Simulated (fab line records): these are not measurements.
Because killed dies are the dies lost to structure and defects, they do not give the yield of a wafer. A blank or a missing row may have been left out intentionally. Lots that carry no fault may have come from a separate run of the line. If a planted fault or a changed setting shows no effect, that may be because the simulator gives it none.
fab line records	flow rit-cmos
record lots=14	wafers=42	last-day=6
route steps=202 shown ACTIVE@2 FOX2@80 GATE@96 SILICIDE@167 M1@202
lots that met no fault: taken from a fault-free run of the same line
start-h: hours from the record's opening day to when the first of the lot's shown wafers began	wait-h: hours from the lot's prior step to this one	" as in the row above	L1.1+2: one row covering several wafers at once	- either no value or no given start	* or withheld: withheld	< > ~ a bound
route shown NAME@n: a module of which the file shows steps, and the number in the route of the first	usual: mean and standard deviation over wafers with no fault	same: alike in all rows	chamber/n: place in a boat	sites: readings site by site	_std_site: standard deviation of those values	_edge_site: mean of outer sites minus mean of inner sites	radius-mm: for every site, how far away it sits from the centre of the wafer	mask NAME#n: copy n	behind: the tool/chamber that last shaped the wafer	hold: cause of the lot's hold/its duration in hours/its outcome	device: names the non-switching transistor (n, p or np)	end of line: the same wafers' tests at the end of the route	a step with no rows: only its recipe	killed: count of dies lost to structure and defects at first sort (not the wafer's yield)	map: shows each die of a wafer: x if killed, . if not, _ if none is there
set.NAME: the setting as run; set.NAME@STEP: as run at that earlier step	model.NAME: the simulator's own value behind a step, which no gauge read
one table for each step of the route and one row for each wafer, over a sample of lots
services: a tool's chamber out of use, with start hour (start-h, from the record's first day; less than 0 if before it), hours out, and reason
## steps
# step RIT_ACTIVE_OXIDATION_01
# recipe temp-c=1000	ambient=O2	target-thk-a=468	ox-time-s=3360
# usual ox-temp-c=999.9/0.43	spike-tc-centre-C=1003.4/1.8	zone-power-source-pct=38.3/2.5
lot.wafer	tool	chamber	start-h	wait-h	ox-temp-c	spike-tc-centre-C	zone-power-source-pct
L464.2	furnace-04	0	10.12	0.1	999.9	999.7	35.5
L464.5	"	0	"	"	1000.1	1001.1	35.5
L464.6	"	0	"	"	1000.4	1001.1	35.0
L465.1	furnace-01	0	15.35	0.3	999.5	1005.8	42.0
L465.2	"	0	"	"	1000.0	1004.6	42.4
L465.6	"	0	"	"	999.5	1005.3	42.0
L466.2	furnace-04	0	22.53	2.5	999.9	999.4	34.9
L466.4	"	0	"	"	1000.1	999.0	36.1
L466.5	"	0	"	"	999.7	1002.2	35.7
L467.2	furnace-01	0	25.12	0.1	1000.0	1003.0	41.3
L467.4	"	0	"	"	1000.2	1004.4	42.3
L467.6	"	0	"	"	999.1	1005.0	41.4
L468.1	furnace-04	0	30.72	0.7	999.4	1000.4	35.7
L468.4	"	0	"	"	1000.1	999.8	35.3
L468.6	"	0	"	"	999.6	998.9	34.9
L469.1	furnace-04	0	36.52	1.5	1000.0	1002.8	35.4
L469.3	"	0	"	"	999.1	1000.0	35.2
L469.6	"	0	"	"	999.6	1001.7	36.0
L470.3	furnace-03	0	40.12	0.1	1000.4	1002.9	37.2
L470.4	"	0	"	"	999.9	1003.8	37.7
L470.6	"	0	"	"	1000.3	1002.7	37.0
L471.2	furnace-04	0	45.89	0.9	999.7	1000.0	35.3
L471.5	"	0	"	"	999.9	1002.4	34.9
L471.6	"	0	"	"	999.3	1002.1	35.8
L472.1	furnace-03	0	51.18	1.2	999.9	1002.6	37.0
L472.3	"	0	"	"	999.7	1003.8	37.4
L472.6	"	0	"	"	1000.0	1003.6	36.7
L473.1	furnace-03	0	55.12	0.1	1000.3	1005.4	37.3
L473.2	"	0	"	"	1000.6	1003.4	37.5
L473.3	"	0	"	"	999.6	1005.2	37.2
L474.3	furnace-03	0	61.89	1.8	999.5	1002.6	37.3
L474.4	"	0	"	"	1000.0	1002.4	36.9
L474.5	"	0	"	"	1000.2	1005.4	37.9
L475.2	furnace-01	0	66.27	1.2	1001.0	1005.5	42.6
L475.3	"	0	"	"	1000.4	1005.1	41.4
L475.6	"	0	"	"	1000.4	1003.4	42.3
L478.2	furnace-01	0	80.63	0.6	1000.1	1004.1	41.7
L478.4	"	0	"	"	999.6	1002.5	41.7
L478.6	"	0	"	"	999.4	1004.2	41.4
L483.2	furnace-01	0	105.34	0.3	1000.1	1005.2	42.0
L483.4	"	0	"	"	999.5	1004.8	41.6
L483.6	"	0	"	"	1000.5	1003.8	41.8
# step RIT_FOX2_THK_MEAS_91
# recipe reads=SiO2_of_FOX2_OXIDATION_00
# usual FIELD_OXIDE_LEFT_2_THK=257/5.1
lot.wafer	tool	chamber	start-h	wait-h	FIELD_OXIDE_LEFT_2_THK[nm]
L464.2	film-metro-01	-	35.70	0.0	262
L464.5	"	-	"	"	264
L464.6	"	-	"	"	262
L465.1	film-metro-03	-	40.86	0.0	248
L465.2	"	-	"	"	248
L465.6	"	-	"	"	254
L466.2	film-metro-03	-	44.98	0.0	261
L466.4	"	-	"	"	267
L466.5	"	-	"	"	266
L467.2	film-metro-01	-	49.87	0.0	257
L467.4	"	-	"	"	261
L467.6	"	-	"	"	261
L468.1	film-metro-03	-	55.07	0.0	256
L468.4	"	-	"	"	261
L468.6	"	-	"	"	257
L469.1	film-metro-01	-	58.61	0.0	247
L469.3	"	-	"	"	256
L469.6	"	-	"	"	257
L470.3	film-metro-01	-	63.89	0.0	264
L470.4	"	-	"	"	255
L470.6	"	-	"	"	262
L471.2	film-metro-01	-	70.43	0.0	254
L471.5	"	-	"	"	256
L471.6	"	-	"	"	252
L472.1	film-metro-01	-	75.54	0.0	258
L472.3	"	-	"	"	258
L472.6	"	-	"	"	260
L473.1	film-metro-01	-	81.29	0.0	264
L473.2	"	-	"	"	258
L473.3	"	-	"	"	262
L474.3	film-metro-01	-	84.61	0.0	258
L474.4	"	-	"	"	260
L474.5	"	-	"	"	259
L475.2	film-metro-04	-	88.92	0.0	257
L475.3	"	-	"	"	257
L475.6	"	-	"	"	252
L478.2	film-metro-01	-	102.99	0.0	253
L478.4	"	-	"	"	261
L478.6	"	-	"	"	254
L483.2	film-metro-04	-	128.54	0.0	258
L483.4	"	-	"	"	254
L483.6	"	-	"	"	258
# step RIT_GATE_STRIP_20
# recipe chemistry=O2	time-s=180	resist=NOVOLAK	platen-temp-c=withheld	power-w=500	pressure-mtorr=4000	o2-flow-sccm=4000
# usual drypump-motor-current-A=5.8/0.56	o2-flow-sccm=3999/11
lot.wafer	tool	chamber	start-h	wait-h	drypump-motor-current-A	o2-flow-sccm	rf-hours-counter-h
L464.2	plasma-asher-04	1	43.33	0.2	6.9	4008	41
L464.5	"	0	"	"	5.8	3990	-
L464.6	"	1	"	"	6.8	4006	-
L465.1	plasma-asher-04	0	45.43	0.1	5.8	3996	41
L465.2	"	1	"	"	6.9	3999	41
L465.6	"	1	"	"	6.9	3999	-
L466.2	plasma-asher-04	0	51.11	0.1	5.8	3991	42
L466.4	"	1	"	"	6.9	4001	-
L466.5	"	0	"	"	5.8	3996	-
L467.2	plasma-asher-01	0	54.83	0.1	5.8	3985	25
L467.4	"	1	"	"	5.1	3997	-
L467.6	"	0	"	"	5.8	3979	-
L468.1	plasma-asher-02	0	60.54	0.1	5.6	3979	41
L468.4	"	0	"	"	5.6	3979	-
L468.6	"	0	"	"	5.6	3981	-
L469.1	plasma-asher-04	1	67.60	0.1	6.9	4002	44
L469.3	"	1	"	"	6.9	3995	-
L469.6	"	1	"	"	6.9	4010	-
L470.3	plasma-asher-04	0	71.24	0.1	5.8	4007	-
L470.4	"	1	"	"	6.9	4001	-
L470.6	"	1	"	"	6.9	3998	-
L471.2	plasma-asher-04	1	75.40	0.1	6.9	4016	45
L471.5	"	1	"	"	6.8	4007	-
L471.6	"	0	"	"	5.8	3989	-
L472.1	plasma-asher-01	1	83.60	0.1	5.1	4015	28
L472.3	"	1	"	"	5.1	4020	-
L472.6	"	0	"	"	5.8	4001	-
L473.1	plasma-asher-01	1	89.17	0.1	5.1	4019	29
L473.2	"	0	"	"	5.8	4016	29
L473.3	"	0	"	"	5.8	4011	-
L474.3	plasma-asher-01	0	91.99	0.1	5.8	4007	-
L474.4	"	1	"	"	5.1	4008	-
L474.5	"	0	"	"	5.8	3997	-
L475.2	plasma-asher-01	0	96.12	0.1	5.8	4025	30
L475.3	"	0	"	"	5.8	4023	-
L475.6	"	1	"	"	5.1	3995	-
L478.2	plasma-asher-01	0	110.65	0.1	5.8	4004	31
L478.4	"	1	"	"	5.1	4002	-
L478.6	"	1	"	"	5.1	4001	-
L483.2	plasma-asher-04	1	132.91	0.1	6.9	3997	51
L483.4	"	0	"	"	5.8	3989	-
L483.6	"	0	"	"	5.8	3994	-
# step RIT_SILICIDE_RTA_06
# recipe temp-c=750	time-s=10	idle-temp-c=25	ramp-up-s=5	ramp-down-s=10	cool-to-c=25	ambient=N2
# usual chamber-o2-ppm=2.002/0.022	wafer_temp_C_max=753.4/0.82
lot.wafer	tool	chamber	start-h	wait-h	chamber-o2-ppm	wafer_temp_C_max
L464.2	rtp-anneal-01	0	56.56	0.0	1.963	755.3
L464.5	"	0	"	"	1.974	753.4
L464.6	"	0	"	"	2.003	753.6
L465.1	rtp-anneal-02	0	60.60	0.0	2.011	752.8
L465.2	"	0	"	"	1.995	752.5
L465.6	"	0	"	"	1.968	753.2
L466.2	rtp-anneal-01	0	65.81	0.0	1.987	754.9
L466.4	"	0	"	"	2.031	753.3
L466.5	"	0	"	"	2.042	754.0
L467.2	rtp-anneal-02	0	69.40	0.0	1.984	752.7
L467.4	"	0	"	"	1.993	752.2
L467.6	"	0	"	"	1.991	753.0
L468.1	rtp-anneal-01	0	76.46	0.0	1.994	753.7
L468.4	"	0	"	"	2.018	753.6
L468.6	"	0	"	"	2.022	754.8
L469.1	rtp-anneal-02	0	81.74	0.0	1.978	752.4
L469.3	"	0	"	"	2.006	752.8
L469.6	"	0	"	"	2.014	752.3
L470.3	rtp-anneal-01	0	85.37	0.0	2.000	754.5
L470.4	"	0	"	"	2.027	753.8
L470.6	"	0	"	"	2.041	754.2
L471.2	rtp-anneal-02	0	90.52	0.0	2.041	753.0
L471.5	"	0	"	"	2.000	752.9
L471.6	"	0	"	"	1.992	752.5
L472.1	rtp-anneal-01	0	96.78	0.0	2.016	752.9
L472.3	"	0	"	"	1.954	753.9
L472.6	"	0	"	"	1.986	753.0
L473.1	rtp-anneal-02	0	103.39	0.0	1.998	752.8
L473.2	"	0	"	"	1.995	753.1
L473.3	"	0	"	"	1.990	753.1
L474.3	rtp-anneal-01	0	105.82	0.0	2.000	754.4
L474.4	"	0	"	"	1.975	754.0
L474.5	"	0	"	"	2.023	753.1
L475.2	rtp-anneal-02	0	110.27	0.0	2.011	752.8
L475.3	"	0	"	"	2.014	752.5
L475.6	"	0	"	"	2.017	754.3
L478.2	rtp-anneal-01	0	124.79	0.0	2.008	754.3
L478.4	"	0	"	"	2.042	753.4
L478.6	"	0	"	"	2.029	754.8
L483.2	rtp-anneal-02	0	147.30	0.0	1.997	752.1
L483.4	"	0	"	"	2.002	752.8
L483.6	"	0	"	"	2.025	752.2
# step RIT_M1_PROBE_99
# usual killed_at_M0_to_M3=0.0/0.12	killed-at-contacts=0.0/0.16	killed-at-front-end=7.1/2.7	killed-dies=7.2/2.7	killed-open=3.5/1.9	killed-short=3.6/1.9
# same gross-dies=264	killed_at_M4_up=0	killed-at-back-side=0	killed-at-other=0
lot.wafer	tool	chamber	start-h	wait-h	killed_at_M0_to_M3	killed-at-contacts	killed-at-front-end	killed-dies	killed-open	killed-short
L464.2	prober-02	-	63.39	0.1	0	0	8	8	4	4
L464.5	prober-02	-	63.54	0.2	0	0	9	9	4	5
L464.6	prober-02	-	63.59	0.2	0	0	7	7	4	3
L465.1	prober-01	-	66.90	0.1	0	0	8	8	3	5
L465.2	prober-01	-	66.95	0.1	0	0	12	12	4	8
L465.6	prober-01	-	67.15	0.2	0	0	5	5	2	3
L466.2	prober-02	-	72.28	0.1	0	0	6	6	3	3
L466.4	prober-02	-	72.38	0.2	0	1	6	7	4	3
L466.5	prober-02	-	72.43	0.2	0	0	7	7	6	1
L467.2	prober-01	-	75.97	0.1	0	0	13	13	7	6
L467.4	prober-01	-	76.07	0.2	0	0	7	7	6	1
L467.6	prober-01	-	76.17	0.2	0	0	10	10	7	3
L468.1	prober-02	-	82.96	0.1	0	0	10	10	5	5
L468.4	prober-02	-	83.11	0.2	0	0	9	9	7	2
L468.6	prober-02	-	83.21	0.2	0	0	8	8	2	6
L469.1	prober-01	-	88.21	0.1	0	0	5	5	4	1
L469.3	prober-01	-	88.31	0.2	0	0	6	6	6	0
L469.6	prober-01	-	88.46	0.2	0	0	10	10	1	9
L470.3	prober-02	-	91.89	0.2	1	0	9	10	3	6
L470.4	prober-02	-	91.94	0.2	0	0	5	5	3	2
L470.6	prober-02	-	92.04	0.2	0	0	9	9	3	6
L471.2	prober-01	-	97.02	0.1	0	0	10	10	5	5
L471.5	prober-01	-	97.17	0.2	0	0	8	8	4	4
L471.6	prober-01	-	97.22	0.2	0	0	5	5	3	2
L472.1	prober-02	-	103.22	0.1	0	0	6	6	4	2
L472.3	prober-02	-	103.32	0.2	0	0	8	8	5	3
L472.6	prober-02	-	103.47	0.2	0	0	1	1	0	1
L473.1	prober-01	-	110.09	0.1	0	0	7	7	2	5
L473.2	prober-01	-	110.14	0.1	0	0	9	9	5	4
L473.3	prober-01	-	110.19	0.2	0	0	7	7	2	5
L474.3	prober-02	-	112.55	0.2	0	0	6	6	4	2
L474.4	prober-02	-	112.60	0.2	0	0	4	4	2	2
L474.5	prober-02	-	112.65	0.2	0	0	2	2	1	1
L475.2	prober-01	-	116.65	0.1	0	0	6	6	2	4
L475.3	prober-01	-	116.70	0.2	0	0	13	13	5	8
L475.6	prober-01	-	116.85	0.2	0	0	7	7	6	1
L478.2	prober-02	-	131.47	0.1	0	0	17	17	3	4
L478.4	prober-02	-	131.57	0.2	0	0	16	16	4	5
L478.6	prober-02	-	131.67	0.2	0	0	16	16	2	5
L483.2	prober-01	-	153.80	0.1	0	0	16	16	3	6
L483.4	prober-01	-	153.90	0.2	0	0	15	15	3	2
L483.6	prober-01	-	154.00	0.2	0	0	16	16	6	4
# killed by level:class
L464.2 GATE:geometric-particle:short=2 SPACER:geometric-particle:open=2 SILICIDE:geometric-particle:open=2 FOX2:geometric-particle:short=1 SPACER:geometric-particle:short=1
L464.5 GATE:geometric-particle:short=2 REOX:geometric-particle:open=2 FOX2:geometric-particle:short=1 GATE:geometric-particle:open=1 SPACER:geometric-particle:open=1 SPACER:geometric-particle:short=1 SILICIDE:geometric-particle:short=1
L464.6 GATE:geometric-particle:open=2 SPACER:geometric-particle:short=2 ACTIVE:geometric-particle:short=1 FOX2:geometric-particle:open=1 SILICIDE:geometric-particle:open=1
L465.1 SILICIDE:geometric-particle:short=2 FOX2:geometric-particle:short=1 GATE:geometric-particle:open=1 REOX:geometric-particle:short=1 SPACER:geometric-particle:short=1 SPACER:geometric-particle:open=1 SILICIDE:geometric-particle:open=1
L465.2 SPACER:geometric-particle:short=4 REOX:geometric-particle:short=2 FOX1:geometric-particle:short=1 FOX1:geometric-particle:open=1 GATE:geometric-particle:short=1 GATE:geometric-particle:open=1 REOX:geometric-particle:open=1 SILICIDE:geometric-particle:open=1
L465.6 FOX2:geometric-particle:open=1 GATE:geometric-particle:short=1 GATE:geometric-particle:open=1 SPACER:geometric-particle:short=1 SILICIDE:geometric-particle:short=1
L466.2 GATE:geometric-particle:open=3 GATE:geometric-particle:short=3
L466.4 FOX1:geometric-particle:short=2 GATE:geometric-particle:open=2 FOX1:geometric-particle:open=1 SPACER:geometric-particle:open=1 CONTACT:geometric-particle:short=1
L466.5 REOX:geometric-particle:open=3 FOX1:geometric-particle:open=1 GATE:geometric-particle:open=1 GATE:geometric-particle:short=1 SILICIDE:geometric-particle:open=1
L467.2 SPACER:geometric-particle:open=3 FOX1:geometric-particle:short=2 GATE:geometric-particle:short=2 REOX:geometric-particle:open=2 FOX2:geometric-particle:open=1 GATE:geometric-particle:open=1 SPACER:geometric-particle:short=1 SILICIDE:geometric-particle:short=1
L467.4 REOX:geometric-particle:open=3 GATE:geometric-particle:open=2 REOX:geometric-particle:short=1 SPACER:geometric-particle:open=1
L467.6 GATE:geometric-particle:open=2 SPACER:geometric-particle:open=2 FOX1:geometric-particle:open=1 FOX2:geometric-particle:short=1 FOX2:geometric-particle:open=1 REOX:geometric-particle:open=1 SPACER:geometric-particle:short=1 SILICIDE:geometric-particle:short=1
L468.1 GATE:geometric-particle:short=2 FOX1:geometric-particle:open=1 FOX1:geometric-particle:short=1 FOX2:geometric-particle:open=1 FOX2:geometric-particle:short=1 GATE:geometric-particle:open=1 REOX:geometric-particle:open=1 SPACER:geometric-particle:short=1
L468.4 SPACER:geometric-particle:open=2 SILICIDE:geometric-particle:open=2 FOX1:geometric-particle:open=1 FOX2:geometric-particle:open=1 GATE:geometric-particle:open=1 GATE:geometric-particle:short=1 SPACER:geometric-particle:short=1
L468.6 GATE:geometric-particle:short=3 SILICIDE:geometric-particle:short=2 FOX2:geometric-particle:open=1 GATE:geometric-particle:open=1 SPACER:geometric-particle:short=1
L469.1 REOX:geometric-particle:open=2 FOX2:geometric-particle:open=1 GATE:geometric-particle:open=1 GATE:geometric-particle:short=1
L469.3 GATE:geometric-particle:open=3 FOX2:geometric-particle:open=1 REOX:geometric-particle:open=1 SPACER:geometric-particle:open=1
L469.6 GATE:geometric-particle:short=4 SPACER:geometric-particle:short=2 ACTIVE:geometric-particle:short=1 FOX1:geometric-particle:short=1 GATE:geometric-particle:open=1 REOX:geometric-particle:short=1
L470.3 FOX1:geometric-particle:open=2 REOX:geometric-particle:short=2 ACTIVE:geometric-particle:short=1 FOX2:geometric-particle:short=1 GATE:geometric-particle:short=1 SPACER:geometric-particle:short=1 SILICIDE:geometric-particle:open=1 M1:coat-microbubble-printed=1
L470.4 SILICIDE:geometric-particle:open=2 FOX1:geometric-particle:short=1 SPACER:geometric-particle:open=1 SPACER:geometric-particle:short=1
L470.6 GATE:geometric-particle:short=2 FOX1:geometric-particle:open=1 FOX1:geometric-particle:short=1 FOX2:geometric-particle:open=1 FOX2:geometric-particle:short=1 GATE:geometric-particle:open=1 SPACER:geometric-particle:short=1 SILICIDE:geometric-particle:short=1
L471.2 GATE:geometric-particle:short=3 GATE:geometric-particle:open=2 FOX1:geometric-particle:open=1 FOX1:geometric-particle:short=1 FOX2:geometric-particle:open=1 SILICIDE:geometric-particle:open=1 SILICIDE:geometric-particle:short=1
L471.5 FOX1:geometric-particle:short=2 REOX:geometric-particle:open=2 SILICIDE:geometric-particle:short=2 FOX2:geometric-particle:open=1 SILICIDE:geometric-particle:open=1
L471.6 GATE:geometric-particle:open=2 FOX2:geometric-particle:short=1 GATE:geometric-particle:short=1 SILICIDE:geometric-particle:open=1
L472.1 FOX1:geometric-particle:open=2 FOX1:geometric-particle:short=1 GATE:geometric-particle:short=1 REOX:geometric-particle:open=1 SILICIDE:geometric-particle:open=1
L472.3 SILICIDE:geometric-particle:open=3 FOX2:geometric-particle:short=2 GATE:geometric-particle:open=1 SPACER:geometric-particle:open=1 SPACER:geometric-particle:short=1
L472.6 GATE:geometric-particle:short=1
L473.1 SILICIDE:geometric-particle:short=3 GATE:geometric-particle:short=2 GATE:geometric-particle:open=1 REOX:geometric-particle:open=1
L473.2 GATE:geometric-particle:short=2 GATE:geometric-particle:open=2 REOX:geometric-particle:open=2 SPACER:geometric-particle:short=2 FOX2:geometric-particle:open=1
L473.3 GATE:geometric-particle:short=2 GATE:geometric-particle:open=2 REOX:geometric-particle:short=1 SPACER:geometric-particle:short=1 SILICIDE:geometric-particle:short=1
L474.3 GATE:geometric-particle:open=2 FOX1:geometric-particle:open=1 GATE:geometric-particle:short=1 SILICIDE:geometric-particle:short=1 SILICIDE:geometric-particle:open=1
L474.4 GATE:geometric-particle:short=2 FOX1:geometric-particle:open=1 GATE:geometric-particle:open=1
L474.5 GATE:geometric-particle:open=1 GATE:geometric-particle:short=1
L475.2 FOX1:geometric-particle:short=2 SPACER:geometric-particle:short=2 FOX1:geometric-particle:open=1 SPACER:geometric-particle:open=1
L475.3 SPACER:geometric-particle:short=4 GATE:geometric-particle:short=2 GATE:geometric-particle:open=2 FOX1:geometric-particle:open=1 FOX1:geometric-particle:short=1 FOX2:geometric-particle:short=1 SPACER:geometric-particle:open=1 SILICIDE:geometric-particle:open=1
L475.6 REOX:geometric-particle:open=3 FOX1:geometric-particle:open=1 FOX1:geometric-particle:short=1 SPACER:geometric-particle:open=1 SILICIDE:geometric-particle:open=1
L478.2 ACTIVE:unspecified=10 GATE:geometric-particle:short=2 GATE:geometric-particle:open=2 FOX1:geometric-particle:short=1 REOX:geometric-particle:open=1 REOX:geometric-particle:short=1
L478.4 ACTIVE:unspecified=6 GATE:geometric-particle:short=3 GATE:geometric-particle:open=1 REOX:geometric-particle:open=1 REOX:geometric-particle:short=1 SPACER:geometric-particle:open=1 SILICIDE:geometric-particle:short=1 SILICIDE:geometric-particle:open=1
L478.6 ACTIVE:unspecified=9 SPACER:geometric-particle:short=3 GATE:geometric-particle:open=2 GATE:geometric-particle:short=1 REOX:geometric-particle:short=1
L483.2 ACTIVE:unspecified=7 FOX2:geometric-particle:short=3 GATE:geometric-particle:short=3 FOX1:geometric-particle:open=2 GATE:geometric-particle:open=1
L483.4 ACTIVE:unspecified=9 FOX1:geometric-particle:open=2 FOX1:geometric-particle:short=1 GATE:geometric-particle:short=1 GATE:geometric-particle:open=1 NWELL:coat-microbubble-printed=1
L483.6 ACTIVE:unspecified=6 GATE:geometric-particle:open=4 FOX1:geometric-particle:open=2 GATE:geometric-particle:short=2 FOX1:geometric-particle:short=1 SILICIDE:geometric-particle:short=1
## services
tool	chamber	start-h	hours	kind
plasma-asher-02	-	-6.58	0.4	repair
furnace-04	-	-5.97	3.1	pm
furnace-04	-	-1.37	4.6	repair
plasma-asher-01	-	40.98	2.3	repair
plasma-asher-02	-	41.58	7.8	repair
plasma-asher-02	-	109.58	2.8	pm
## key
first-sign step=RIT_M1_PROBE_99	reading=killed-at-front-end	direction=up	sigmas=3.3	usual=7.1	struck=16
effect step=RIT_M1_PROBE_99	reading=killed-dies	direction=up	sigmas=3.3	usual=7.2	struck=16
met-at RIT_ACTIVE_OXIDATION_01
struck-lots L478,L483
struck-wafers L478.2,L478.4,L478.6,L483.2,L483.4,L483.6
tester-left-out L478,L483
not-acting-at RIT_FOX2_THK_MEAS_91,RIT_GATE_STRIP_20,RIT_SILICIDE_RTA_06
onset-between 66.27 80.63
also-fits time
fault kind=chamber-particle-source	tool=furnace-01	chamber=0	onset-h=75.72	steps=RIT_ACTIVE_OXIDATION_01	rate-per-visit-cm2=0.059601	end-h=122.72
# tester-left-out: of these lots the tester's yield and bins aren't shown, on N5 and GAA mostly nor the transistor test; their killed dies are dies lost to structure and defects alone, not to doping, threshold or leakage, so they don't give the yield
